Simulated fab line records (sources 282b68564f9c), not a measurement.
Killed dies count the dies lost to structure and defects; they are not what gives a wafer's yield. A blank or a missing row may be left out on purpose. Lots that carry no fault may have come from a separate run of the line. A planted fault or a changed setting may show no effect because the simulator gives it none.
fab line records	flow rit-cmos
record lots=7	wafers=21	last-day=7
route steps=202 shown ACTIVE@14 FOX1@20 FOX2@23 NWELL@28 PWELL@39 WELLDRIVE@50 NRETRO@53 M1@202
lots that met no fault: from a run of the same line without faults
start-h: the number of hours between the record's first day and the start of the first shown wafer of the lot	wait-h: time in hours since the lot's previous step	" same as the row above	L1.1+2: several wafers, shown together as one row	- no value present, or no start provided	* or withheld: withheld	< > ~ a bound
route shown NAME@n: a module of which the file shows steps, and the number in the route of the first	usual: mean/standard deviation of fault-free wafers	same: alike in all rows	chamber/n: place in a boat	sites: readings site by site	_std_site: the standard deviation of these	_edge_site: mean of outer sites minus mean of inner sites	radius-mm: for every site, how far away it sits from the centre of the wafer	mask NAME#n: copy n	behind: the tool/chamber that last shaped the wafer	hold: why the lot was held/for how many hours/how that ended	device: the transistor (n, p or np) that didn't switch	end of line: tests run on the same wafers once the route is complete	where a step has no rows: the recipe by itself	killed: count of dies lost to structure and defects at first sort (not the wafer's yield)	map: the dies of a wafer, with x for killed, . for not killed, _ for no die there
set.NAME: the setting that was run; set.NAME@STEP: the one run at that earlier step	model.NAME: the simulator's own value behind a step, which no gauge read
lots at some steps of the route; a table a step, a row a wafer
services: a tool's chamber out of use, with start hour (start-h, from the record's first day; less than 0 if before it), hours out, and reason
## steps
# step RIT_ACTIVE_ETCH_13
# recipe stop-on=SiO2	chemistry=SF6	target=Si3N4	time-s=210	over-etch-frac=0.4	SF6_flow_sccm=200	pressure-mtorr=260	rf-w=125	target-depth-a=2100
# usual drypump-motor-current-A=6.0/0.5	oes-product-au=0.815/0.011	rf-fwd-power-W=124.7/0.38	throttle-valve-pct=7.53/0.12
lot.wafer	tool	chamber	start-h	wait-h	drypump-motor-current-A	oes-product-au	rf-fwd-power-W	rf-hours-counter-h	throttle-valve-pct
L730.2	rie-diel-04	2	15.21	0.1	5.6	0.823	124.3	2	7.35
L730.3	"	1	"	"	5.5	0.830	125.2	52	7.74
L730.4	"	0	"	"	6.1	0.834	124.6	123	7.50
L732.1	rie-diel-04	3	25.78	0.1	5.4	0.806	124.5	90	7.37
L732.2	"	2	"	"	5.6	0.811	124.1	2	7.35
L732.6	"	1	"	"	5.5	0.815	125.3	-	7.72
L734.1	rie-diel-03	0	35.24	0.1	5.1	0.805	124.1	13	7.58
L734.3	"	1	"	"	6.0	0.813	124.4	90	7.53
L734.5	"	3	"	"	5.9	0.827	124.9	-	7.67
L735.2	rie-diel-02	1	40.59	0.1	6.5	0.818	124.6	1	7.67
L735.5	"	0	"	"	6.2	0.798	124.6	-	7.62
L735.6	"	1	"	"	6.4	0.811	124.5	-	7.64
L736.1	rie-diel-03	3	45.70	0.1	5.9	0.824	124.8	4	7.65
L736.2	"	0	"	"	5.1	0.808	124.6	13	7.59
L736.6	"	2	"	"	6.7	0.810	125.2	-	7.39
L744.2	rie-diel-03	1	84.76	0.1	6.0	0.813	124.6	91	7.54
L744.3	"	2	"	"	6.7	0.805	124.8	4	7.40
L744.5	"	3	"	"	5.9	0.828	125.6	-	7.66
L751.1	rie-diel-03	0	121.00	0.1	5.1	0.798	124.6	14	7.60
L751.2	"	1	"	"	6.0	0.813	123.4	91	7.54
L751.4	"	3	"	"	5.9	0.821	125.2	5	7.66
# step RIT_ACTIVE_STRIP_14
# recipe chemistry=O2	time-s=180	resist=NOVOLAK	platen-temp-c=withheld	power-w=500	pressure-mtorr=4000	o2-flow-sccm=4000
# usual drypump-motor-current-A=5.89/0.22
lot.wafer	tool	chamber	start-h	wait-h	drypump-motor-current-A	rf-hours-counter-h
L730.2	plasma-asher-01	1	15.34	0.1	6.42	36
L730.3	"	1	"	"	6.42	-
L730.4	"	0	"	"	5.73	-
L732.1	plasma-asher-01	1	25.92	0.1	6.42	38
L732.2	"	0	"	"	5.74	38
L732.6	"	1	"	"	6.42	-
L734.1	plasma-asher-03	0	35.37	0.1	5.82	38
L734.3	"	1	"	"	5.79	-
L734.5	"	0	"	"	5.83	-
L735.2	plasma-asher-02	1	40.72	0.1	5.88	42
L735.5	"	0	"	"	5.76	-
L735.6	"	1	"	"	5.90	-
L736.1	plasma-asher-03	1	45.83	0.1	5.76	40
L736.2	"	0	"	"	5.82	40
L736.6	"	0	"	"	5.85	-
L744.2	plasma-asher-02	1	84.90	0.1	5.89	45
L744.3	"	1	"	"	5.92	-
L744.5	"	1	"	"	5.95	-
L751.1	plasma-asher-02	0	121.13	0.1	5.76	51
L751.2	"	1	"	"	5.95	51
L751.4	"	0	"	"	5.76	-
# step RIT_ACTIVE_CD_MEAS_90
# recipe target-cd-nm=1400
# usual cd-nm=1400.1/2.1
lot.wafer	tool	chamber	start-h	wait-h	cd-nm
L730.2	cd-sem-02	-	15.54	0.1	1399.5
L730.3	"	-	"	"	1402.2
L730.4	"	-	"	"	1400.5
L732.1	cd-sem-01	-	26.09	0.1	1400.7
L732.2	"	-	"	"	1402.8
L732.6	"	-	"	"	1401.7
L734.1	cd-sem-01	-	35.55	0.1	1400.1
L734.3	"	-	"	"	1401.3
L734.5	"	-	"	"	1400.1
L735.2	cd-sem-01	-	40.92	0.1	1397.1
L735.5	"	-	"	"	1398.2
L735.6	"	-	"	"	1397.7
L736.1	cd-sem-02	-	46.01	0.1	1402.8
L736.2	"	-	"	"	1401.2
L736.6	"	-	"	"	1401.8
L744.2	cd-sem-02	-	85.09	0.1	1401.4
L744.3	"	-	"	"	1399.7
L744.5	"	-	"	"	1399.8
L751.1	cd-sem-02	-	121.31	0.1	1397.6
L751.2	"	-	"	"	1396.2
L751.4	"	-	"	"	1399.5
# step RIT_ACTIVE_CLEAN_15
# recipe chemistry=SC1	mix=3:3:50	time-s=600	temp-c=75
# step RIT_ACTIVE_CLEAN_16
# recipe chemistry=dHF	dilution=50:1	time-s=30
# step RIT_ACTIVE_CLEAN_17
# recipe chemistry=SC2	mix=3:3:50	time-s=600	temp-c=75	dry=n2-spin
# step RIT_FOX1_OXIDATION_00
# recipe temp-c=1100	ambient=H2O	target-thk-a=3507	p-h2o-torr=720	ox-time-s=1130
# step RIT_FOX1_THK_MEAS_01
# recipe reads=SiO2_of_FOX1_OXIDATION_00
# usual FOX1_OXIDE_THK=352/6.8
lot.wafer	tool	chamber	start-h	wait-h	FOX1_OXIDE_THK[nm]
L730.2	film-metro-04	-	19.66	0.0	345
L730.3	"	-	"	"	346
L730.4	"	-	"	"	349
L732.1	film-metro-04	-	29.82	0.0	360
L732.2	"	-	"	"	358
L732.6	"	-	"	"	359
L734.1	film-metro-04	-	39.12	0.0	341
L734.3	"	-	"	"	343
L734.5	"	-	"	"	345
L735.2	film-metro-04	-	44.24	0.0	359
L735.5	"	-	"	"	360
L735.6	"	-	"	"	356
L736.1	film-metro-02	-	51.68	0.0	357
L736.2	"	-	"	"	355
L736.6	"	-	"	"	353
L744.2	film-metro-03	-	89.41	0.0	351
L744.3	"	-	"	"	360
L744.5	"	-	"	"	358
L751.1	film-metro-02	-	125.29	0.0	364
L751.2	"	-	"	"	362
L751.4	"	-	"	"	354
# step RIT_FOX1_WET_ETCH_02
# recipe chemistry=BOE	target-depth-nm=350	time-s=390	temp-c=21.5	dry=n2-spin	dilution=10:1	target=SiO2
# step RIT_FOX2_OXIDATION_00
# recipe temp-c=1100	ambient=H2O	target-thk-a=3507	p-h2o-torr=720	ox-time-s=1130
# step RIT_FOX2_THK_MEAS_01
# recipe reads=SiO2_of_FOX2_OXIDATION_00
# usual FOX2_OXIDE_THK=352/8.9
lot.wafer	tool	chamber	start-h	wait-h	FOX2_OXIDE_THK[nm]
L730.2	film-metro-04	-	21.15	0.0	336
L730.3	"	-	"	"	344
L730.4	"	-	"	"	341
L732.1	film-metro-04	-	31.31	0.0	357
L732.2	"	-	"	"	359
L732.6	"	-	"	"	360
L734.1	film-metro-01	-	40.68	0.0	352
L734.3	"	-	"	"	357
L734.5	"	-	"	"	356
L735.2	film-metro-04	-	47.12	0.0	346
L735.5	"	-	"	"	348
L735.6	"	-	"	"	350
L736.1	film-metro-02	-	55.58	0.0	350
L736.2	"	-	"	"	348
L736.6	"	-	"	"	351
L744.2	film-metro-02	-	92.27	0.0	343
L744.3	"	-	"	"	344
L744.5	"	-	"	"	343
L751.1	film-metro-04	-	126.86	0.0	366
L751.2	"	-	"	"	367
L751.4	"	-	"	"	362
# step RIT_FOX2_CLEAN_02
# recipe chemistry=dHF	dilution=50:1	time-s=180
# step RIT_FOX2_WET_ETCH_03
# recipe chemistry=H3PO4	target=Si3N4	target-depth-nm=195	temp-c=165	time-s=2700
# usual bath-heat-duty-pct=29.3/2.2
lot.wafer	tool	chamber	start-h	wait-h	bath-heat-duty-pct
L730.2	wet-bench-01	3	21.26	0.0	30.6
L730.3	"	3	"	"	31.3
L730.4	"	3	"	"	31.3
L732.1	wet-bench-01	3	31.42	0.0	32.2
L732.2	"	3	"	"	31.8
L732.6	"	3	"	"	30.8
L734.1	wet-bench-01	0	40.80	0.0	27.3
L734.3	"	0	"	"	28.4
L734.5	"	0	"	"	29.7
L735.2	wet-bench-01	1	47.23	0.0	30.9
L735.5	"	1	"	"	30.6
L735.6	"	1	"	"	27.9
L736.1	wet-bench-01	2	55.70	0.0	23.8
L736.2	"	2	"	"	25.0
L736.6	"	2	"	"	28.5
L744.2	wet-bench-04	0	92.38	0.0	28.9
L744.3	"	0	"	"	29.0
L744.5	"	0	"	"	27.8
L751.1	wet-bench-01	0	126.98	0.0	25.2
L751.2	"	0	"	"	27.7
L751.4	"	0	"	"	26.9
# step RIT_FOX2_THK_MEAS_90
# recipe reads=SiO2_of_FOX2_OXIDATION_00
# usual FIELD_OXIDE_LEFT_1_THK=325/8.9
lot.wafer	tool	chamber	start-h	wait-h	FIELD_OXIDE_LEFT_1_THK[nm]
L730.2	film-metro-04	-	22.03	0.0	308
L730.3	"	-	"	"	317
L730.4	"	-	"	"	314
L732.1	film-metro-02	-	32.25	0.0	329
L732.2	"	-	"	"	331
L732.6	"	-	"	"	333
L734.1	film-metro-04	-	41.63	0.0	324
L734.3	"	-	"	"	329
L734.5	"	-	"	"	329
L735.2	film-metro-02	-	48.22	0.0	318
L735.5	"	-	"	"	320
L735.6	"	-	"	"	323
L736.1	film-metro-01	-	56.53	0.0	322
L736.2	"	-	"	"	321
L736.6	"	-	"	"	323
L744.2	film-metro-01	-	93.15	0.0	316
L744.3	"	-	"	"	316
L744.5	"	-	"	"	316
L751.1	film-metro-02	-	127.81	0.0	339
L751.2	"	-	"	"	340
L751.4	"	-	"	"	335
# step RIT_NWELL_HMDS_00
# recipe prime-time-s=60	prime-temp-c=140
# step RIT_NWELL_COAT_01
# recipe resist=NOVOLAK	spin-rpm=2000	resist-thk-nm=1300
# step RIT_NWELL_SOFTBAKE_02
# recipe resist=NOVOLAK	temp-c=90	time-s=61.45
# usual heater-power-total-W=34.58/0.046	plate-sensor-t-centre-C=90.970/0.0097	plate-sensor-t-edge-C=91.022/0.011
lot.wafer	tool	chamber	start-h	wait-h	heater-power-total-W	plate-sensor-t-centre-C	plate-sensor-t-edge-C
L730.2	litho-track-03	0	22.40	0.1	34.54	90.968	91.009
L730.3	"	0	"	"	34.59	90.977	91.016
L730.4	"	0	"	"	34.54	90.983	91.047
L732.1	litho-track-02	0	32.61	0.1	34.52	90.975	91.034
L732.2	"	0	"	"	34.67	90.980	91.012
L732.6	"	0	"	"	34.55	90.975	91.020
L734.1	litho-track-03	0	42.22	0.1	34.58	90.981	91.031
L734.3	"	0	"	"	34.62	90.968	91.047
L734.5	"	0	"	"	34.53	90.960	91.015
L735.2	litho-track-01	0	48.72	0.1	34.54	90.972	90.995
L735.5	"	0	"	"	34.56	90.974	91.038
L735.6	"	0	"	"	34.50	90.974	91.023
L736.1	litho-track-01	0	56.89	0.1	34.51	90.964	91.030
L736.2	"	0	"	"	34.56	90.970	91.010
L736.6	"	0	"	"	34.65	90.955	91.027
L744.2	litho-track-02	0	93.52	0.1	34.62	90.957	91.022
L744.3	"	0	"	"	34.61	90.969	91.014
L744.5	"	0	"	"	34.55	90.957	91.011
L751.1	litho-track-02	0	128.17	0.1	34.60	90.981	91.036
L751.2	"	0	"	"	34.55	90.988	91.020
L751.4	"	0	"	"	34.57	90.974	91.026
# step RIT_NWELL_EXPOSE_03
# recipe mask-id=M2	na=0.57	target-cd-nm=43900	dose-mj=250
# step RIT_NWELL_PEB_04
# recipe resist=NOVOLAK	temp-c=withheld	time-s=withheld
# step RIT_NWELL_DEVELOP_05
# recipe resist=NOVOLAK	develop-time-s=68	dev-temp-c=23
# step RIT_NWELL_OVL_MEAS_06
# usual NWELL_OVL=-0.2/1.7
lot.wafer	tool	chamber	start-h	wait-h	NWELL_OVL[nm]
L730.2	overlay-01	-	22.96	-	0.4
L730.3	"	-	"	"	-1.7
L730.4	"	-	"	"	-1.7
L732.1	overlay-02	-	33.19	-	-0.6
L732.2	"	-	"	"	-1.7
L732.6	"	-	"	"	-1.7
L734.1	overlay-01	-	42.84	-	0.3
L734.3	"	-	"	"	-2.0
L734.5	"	-	"	"	0.6
L735.2	overlay-01	-	49.28	-	1.2
L735.5	"	-	"	"	-1.6
L735.6	"	-	"	"	-0.1
L736.1	overlay-01	-	57.47	-	0.0
L736.2	"	-	"	"	0.3
L736.6	"	-	"	"	1.0
L744.2	overlay-01	-	94.21	-	-1.8
L744.3	"	-	"	"	0.3
L744.5	"	-	"	"	-1.3
L751.1	overlay-02	-	128.86	-	1.2
L751.2	"	-	"	"	1.2
L751.4	"	-	"	"	2.6
# step RIT_NWELL_HARDBAKE_07
# recipe resist=NOVOLAK	temp-c=140	time-s=120
# step RIT_NWELL_IMPLANT_08
# recipe species=P	energy-kev=170	dose-cm2=5.081e+13	tilt-deg=7
# step RIT_NWELL_STRIP_09
# recipe chemistry=O2	time-s=180	resist=NOVOLAK	platen-temp-c=withheld	power-w=500	pressure-mtorr=4000	o2-flow-sccm=4000
# usual drypump-motor-current-A=6.1/0.34
lot.wafer	tool	chamber	start-h	wait-h	drypump-motor-current-A	rf-hours-counter-h
L730.2	plasma-asher-02	1	23.39	0.1	5.9	40
L730.3	"	0	"	"	5.7	-
L730.4	"	1	"	"	5.9	-
L732.1	plasma-asher-02	0	33.69	0.1	5.8	41
L732.2	"	1	"	"	6.0	41
L732.6	"	0	"	"	5.8	-
L734.1	plasma-asher-02	1	43.27	0.1	5.9	43
L734.3	"	1	"	"	5.9	-
L734.5	"	0	"	"	5.8	-
L735.2	plasma-asher-04	0	49.71	0.1	6.7	22
L735.5	"	0	"	"	6.7	-
L735.6	"	1	"	"	6.3	-
L736.1	plasma-asher-04	1	57.91	0.1	6.3	22
L736.2	"	0	"	"	6.7	22
L736.6	"	0	"	"	6.6	-
L744.2	plasma-asher-04	0	94.64	0.1	6.7	26
L744.3	"	1	"	"	6.3	-
L744.5	"	1	"	"	6.3	-
L751.1	plasma-asher-02	1	129.29	0.1	5.9	51
L751.2	"	0	"	"	5.8	51
L751.4	"	0	"	"	5.7	-
# step RIT_NWELL_TW_MEAS_10
# usual NWELL_TW=2149/12
lot.wafer	tool	chamber	start-h	wait-h	NWELL_TW
L730.2	film-metro-03	-	23.58	0.1	2132
L730.3	"	-	"	"	2140
L730.4	"	-	"	"	2140
L732.1	film-metro-02	-	33.87	0.1	2166
L732.2	"	-	"	"	2164
L732.6	"	-	"	"	2177
L734.1	film-metro-02	-	43.45	0.1	2156
L734.3	"	-	"	"	2167
L734.5	"	-	"	"	2159
L735.2	film-metro-02	-	49.89	0.1	2163
L735.5	"	-	"	"	2166
L735.6	"	-	"	"	2167
L736.1	film-metro-01	-	58.08	0.1	2129
L736.2	"	-	"	"	2123
L736.6	"	-	"	"	2137
L744.2	film-metro-01	-	94.82	0.1	2164
L744.3	"	-	"	"	2162
L744.5	"	-	"	"	2164
L751.1	film-metro-01	-	129.47	0.1	2160
L751.2	"	-	"	"	2139
L751.4	"	-	"	"	2141
# step RIT_PWELL_HMDS_00
# recipe prime-time-s=60	prime-temp-c=140
# step RIT_PWELL_COAT_01
# recipe resist=NOVOLAK	spin-rpm=2000	resist-thk-nm=1300
# step RIT_PWELL_SOFTBAKE_02
# recipe resist=NOVOLAK	temp-c=90	time-s=60
# step RIT_PWELL_EXPOSE_03
# recipe mask-id=M3	na=0.57	target-cd-nm=43700	dose-mj=250
# step RIT_PWELL_PEB_04
# recipe resist=NOVOLAK	temp-c=withheld	time-s=withheld
# step RIT_PWELL_DEVELOP_05
# recipe resist=NOVOLAK	develop-time-s=68	dev-temp-c=23
# step RIT_PWELL_OVL_MEAS_06
# usual PWELL_OVL=1.2/1.4
lot.wafer	tool	chamber	start-h	wait-h	PWELL_OVL[nm]
L730.2	overlay-01	-	24.52	-	2.5
L730.3	"	-	"	"	4.3
L730.4	"	-	"	"	0.7
L732.1	overlay-01	-	35.10	-	2.7
L732.2	"	-	"	"	1.2
L732.6	"	-	"	"	-0.2
L734.1	overlay-01	-	44.51	-	0.5
L734.3	"	-	"	"	0.8
L734.5	"	-	"	"	0.0
L735.2	overlay-01	-	50.83	-	2.3
L735.5	"	-	"	"	1.8
L735.6	"	-	"	"	4.2
L736.1	overlay-01	-	59.02	-	1.8
L736.2	"	-	"	"	3.0
L736.6	"	-	"	"	2.6
L744.2	overlay-02	-	95.79	-	1.5
L744.3	"	-	"	"	-0.3
L744.5	"	-	"	"	-2.7
L751.1	overlay-02	-	130.63	-	-0.8
L751.2	"	-	"	"	-0.6
L751.4	"	-	"	"	0.2
# step RIT_PWELL_HARDBAKE_07
# recipe resist=NOVOLAK	temp-c=140	time-s=120
# step RIT_PWELL_IMPLANT_08
# recipe species=B	energy-kev=170	dose-cm2=7e+13	tilt-deg=7
# step RIT_PWELL_STRIP_09
# recipe chemistry=O2	time-s=180	resist=NOVOLAK	platen-temp-c=withheld	power-w=500	pressure-mtorr=4000	o2-flow-sccm=4000
# usual drypump-motor-current-A=6.1/0.34
lot.wafer	tool	chamber	start-h	wait-h	drypump-motor-current-A	rf-hours-counter-h
L730.2	plasma-asher-02	0	24.95	0.1	5.8	40
L730.3	"	1	"	"	5.9	-
L730.4	"	0	"	"	5.8	-
L732.1	plasma-asher-02	0	35.54	0.1	5.8	42
L732.2	"	1	"	"	5.9	42
L732.6	"	0	"	"	5.8	-
L734.1	plasma-asher-03	0	45.07	0.1	5.8	40
L734.3	"	1	"	"	5.8	-
L734.5	"	1	"	"	5.8	-
L735.2	plasma-asher-04	1	51.26	0.1	6.3	22
L735.5	"	0	"	"	6.7	-
L735.6	"	1	"	"	6.3	-
L736.1	plasma-asher-02	0	59.46	0.1	5.8	44
L736.2	"	1	"	"	5.9	44
L736.6	"	1	"	"	6.0	-
L744.2	plasma-asher-04	1	96.22	0.1	6.3	26
L744.3	"	0	"	"	6.6	-
L744.5	"	0	"	"	6.6	-
L751.1	plasma-asher-03	1	131.07	0.1	5.7	48
L751.2	"	0	"	"	5.8	48
L751.4	"	0	"	"	5.8	-
# step RIT_PWELL_TW_MEAS_10
# usual PWELL_TW=948/5.2
lot.wafer	tool	chamber	start-h	wait-h	PWELL_TW
L730.2	film-metro-02	-	25.13	0.1	955
L730.3	"	-	"	"	954
L730.4	"	-	"	"	956
L732.1	film-metro-01	-	35.71	0.1	939
L732.2	"	-	"	"	942
L732.6	"	-	"	"	943
L734.1	film-metro-01	-	45.25	0.1	949
L734.3	"	-	"	"	948
L734.5	"	-	"	"	948
L735.2	film-metro-03	-	51.44	0.1	942
L735.5	"	-	"	"	941
L735.6	"	-	"	"	944
L736.1	film-metro-02	-	59.63	0.1	955
L736.2	"	-	"	"	955
L736.6	"	-	"	"	951
L744.2	film-metro-01	-	96.41	0.1	941
L744.3	"	-	"	"	946
L744.5	"	-	"	"	945
L751.1	film-metro-02	-	131.24	0.1	951
L751.2	"	-	"	"	946
L751.4	"	-	"	"	947
# step RIT_WELLDRIVE_ANNEAL_00
# recipe temp-c=1100	time-s=14700	ambient=N2
# step RIT_WELLDRIVE_RS_MEAS_01
# recipe thk-meas-gauge=four-point-probe
# usual NWELL_RS=273.1/0.89
lot.wafer	tool	chamber	start-h	wait-h	NWELL_RS[ohm/sq]
L730.2	film-metro-02	-	32.01	0.0	274.3
L730.3	"	-	"	"	273.3
L730.4	"	-	"	"	273.2
L732.1	film-metro-02	-	42.06	0.0	272.5
L732.2	"	-	"	"	271.8
L732.6	"	-	"	"	273.7
L734.1	film-metro-01	-	52.94	0.0	272.6
L734.3	"	-	"	"	271.8
L734.5	"	-	"	"	272.9
L735.2	film-metro-02	-	58.72	0.0	274.1
L735.5	"	-	"	"	273.3
L735.6	"	-	"	"	273.6
L736.1	film-metro-02	-	66.92	0.0	274.0
L736.2	"	-	"	"	275.5
L736.6	"	-	"	"	274.2
L744.2	film-metro-03	-	102.71	0.0	271.1
L744.3	"	-	"	"	271.6
L744.5	"	-	"	"	271.3
L751.1	film-metro-02	-	136.74	0.0	273.0
L751.2	"	-	"	"	272.4
L751.4	"	-	"	"	272.8
# step RIT_WELLDRIVE_RS_MEAS_02
# recipe thk-meas-gauge=four-point-probe
# usual PWELL_RS=429.6/1.3
lot.wafer	tool	chamber	start-h	wait-h	PWELL_RS[ohm/sq]
L730.2	film-metro-02	-	32.13	0.1	430.3
L730.3	"	-	"	"	431.5
L730.4	"	-	"	"	430.2
L732.1	film-metro-02	-	42.18	0.1	431.1
L732.2	"	-	"	"	430.1
L732.6	"	-	"	"	429.7
L734.1	film-metro-01	-	53.06	0.1	427.9
L734.3	"	-	"	"	429.4
L734.5	"	-	"	"	428.9
L735.2	film-metro-02	-	58.84	0.1	431.6
L735.5	"	-	"	"	432.4
L735.6	"	-	"	"	432.1
L736.1	film-metro-02	-	67.04	0.1	431.2
L736.2	"	-	"	"	432.0
L736.6	"	-	"	"	430.8
L744.2	film-metro-03	-	102.83	0.1	430.6
L744.3	"	-	"	"	429.4
L744.5	"	-	"	"	429.1
L751.1	film-metro-02	-	136.86	0.1	430.2
L751.2	"	-	"	"	429.5
L751.4	"	-	"	"	431.2
# step RIT_NRETRO_HMDS_00
# recipe prime-time-s=60	prime-temp-c=140
# step RIT_NRETRO_COAT_01
# recipe resist=NOVOLAK	spin-rpm=2000	resist-thk-nm=1300
# step RIT_NRETRO_SOFTBAKE_02
# recipe resist=NOVOLAK	temp-c=90	time-s=60
# step RIT_M1_PROBE_99
# usual killed_at_M0_to_M3=0.0/0.12	killed-at-front-end=7.5/2.8	killed-dies=7.6/2.9	killed-on-rim=2.1/1.4	killed-open=3.7/2	killed-short=3.8/2
# same gross-dies=264	killed_at_M4_up=0	killed-at-back-side=0	killed-at-contacts=0	killed-at-other=0
lot.wafer	tool	chamber	start-h	wait-h	killed_at_M0_to_M3	killed-at-front-end	killed-dies	killed-on-rim	killed-open	killed-short
L734.1	prober-01	-	90.62	0.1	1	21	22	9	4	4
L734.3	prober-01	-	90.72	0.2	0	20	20	11	3	2
L734.5	prober-01	-	90.82	0.2	0	24	24	7	8	1
L735.2	prober-02	-	95.65	0.1	0	36	36	0	2	4
L735.5	prober-02	-	95.80	0.2	0	32	32	3	3	4
L735.6	prober-02	-	95.85	0.2	0	33	33	1	1	4
L736.1	prober-01	-	100.85	0.1	0	20	20	9	1	2
L736.2	prober-01	-	100.90	0.1	0	23	23	11	0	6
L736.6	prober-01	-	101.10	0.2	0	23	23	10	4	3
L744.2	prober-01	-	132.63	0.1	0	3	3	2	1	2
L744.3	prober-01	-	132.68	0.2	0	7	7	0	4	3
L744.5	prober-01	-	132.78	0.2	0	8	8	3	4	4
# killed by level:class
L734.1 FOX2:unspecified=14 GATE:geometric-particle:short=2 ACTIVE:geometric-particle:open=1 FOX1:geometric-particle:open=1 FOX2:geometric-particle:open=1 GATE:geometric-particle:open=1 SILICIDE:geometric-particle:short=1 M1:geometric-particle:short=1
L734.3 FOX2:unspecified=15 GATE:geometric-particle:short=2 FOX1:geometric-particle:open=1 GATE:geometric-particle:open=1 SILICIDE:geometric-particle:open=1
L734.5 FOX2:unspecified=15 SILICIDE:geometric-particle:open=4 FOX1:geometric-particle:open=2 FOX1:geometric-particle:short=1 GATE:geometric-particle:open=1 REOX:geometric-particle:open=1
L735.2 FOX2:unspecified=30 SPACER:geometric-particle:short=2 FOX1:geometric-particle:short=1 REOX:geometric-particle:open=1 SPACER:geometric-particle:open=1 SILICIDE:geometric-particle:short=1
L735.5 FOX2:unspecified=25 FOX1:geometric-particle:short=2 FOX1:geometric-particle:open=1 GATE:geometric-particle:short=1 REOX:geometric-particle:open=1 REOX:geometric-particle:short=1 SPACER:geometric-particle:open=1
L735.6 FOX2:unspecified=28 FOX1:geometric-particle:short=1 FOX1:geometric-particle:open=1 FOX2:geometric-particle:short=1 SPACER:geometric-particle:short=1 SILICIDE:geometric-particle:short=1
L736.1 FOX2:unspecified=17 FOX1:geometric-particle:open=1 GATE:geometric-particle:short=1 REOX:geometric-particle:short=1
L736.2 FOX2:unspecified=17 FOX1:geometric-particle:short=2 GATE:geometric-particle:short=2 SPACER:geometric-particle:short=1 SILICIDE:geometric-particle:short=1
L736.6 FOX2:unspecified=16 GATE:geometric-particle:open=3 FOX1:geometric-particle:open=1 FOX1:geometric-particle:short=1 GATE:geometric-particle:short=1 REOX:geometric-particle:short=1
L744.2 FOX2:geometric-particle:short=1 GATE:geometric-particle:short=1 SPACER:geometric-particle:open=1
L744.3 GATE:geometric-particle:open=2 GATE:geometric-particle:short=2 REOX:geometric-particle:open=2 REOX:geometric-particle:short=1
L744.5 GATE:geometric-particle:open=3 FOX2:geometric-particle:short=1 GATE:geometric-particle:short=1 REOX:geometric-particle:short=1 SPACER:geometric-particle:short=1 SPACER:geometric-particle:open=1
# map L734.5 (x killed, . not)
________......._______
_____.............____
____...............___
___......x.......x..__
__..................._
__x.................._
_..x..................
_.x........x..........
_.........x...........
_.................xxx.
__...............xxxx_
__..............xxxxx_
___..............xxx__
____.....x.....x...___
_____.............____
________......._______
# map L735.2 (x killed, . not)
________......._______
_____.............____
____..........x....___
___.................__
__..................._
__......x...x........_
_.......xxxx..........
_.......xxxxx.........
_......xxxxxxx........
_.......xxxxxxxxx.....
__.......xxx........._
__......x.x......x..._
___.................__
____..x...x........___
_____.............____
________......._______
## services
tool	chamber	start-h	hours	kind
rie-diel-03	3	5.97	8.9	repair
plasma-asher-02	-	9.08	2.8	pm
wet-bench-01	-	33.45	5.7	repair
rie-diel-04	3	60.04	2.2	repair
plasma-asher-02	-	72.58	11.4	pm
rie-diel-03	1	87.23	1.5	repair
rie-diel-02	3	100.56	8.9	repair
rie-diel-04	-	107.70	28.1	pm
plasma-asher-01	-	108.75	9.0	pm
plasma-asher-01	0	108.75	9.0	vent-cycle
plasma-asher-01	1	108.75	9.0	vent-cycle
rie-diel-03	0	109.68	10.8	repair
plasma-asher-03	-	110.39	7.6	repair
plasma-asher-01	0	117.75	-	clean
plasma-asher-01	1	117.75	-	clean
## key
first-sign step=RIT_M1_PROBE_99	reading=killed-at-front-end	direction=up	sigmas=6.4	usual=7.5	struck=25.8
effect step=RIT_M1_PROBE_99	reading=killed-dies	direction=up	sigmas=6.4	usual=7.6	struck=25.9
met-at RIT_FOX2_WET_ETCH_03
struck-wafers L734.1,L734.3,L734.5,L735.2,L735.5,L735.6,L736.1,L736.2,L736.6
tester-left-out L734,L735,L736
onset-between 31.42 40.80
fault kind=chamber-particle-source	tool=wet-bench-01	chamber=-	onset-h=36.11	steps=RIT_FOX2_WET_ETCH_03	rate-per-visit-cm2=0.61397	end-h=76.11
# tester-left-out: of these lots the tester's yield and bins aren't shown, on N5 and GAA mostly nor the transistor test; their killed dies are dies lost to structure and defects alone, not to doping, threshold or leakage, so they don't give the yield
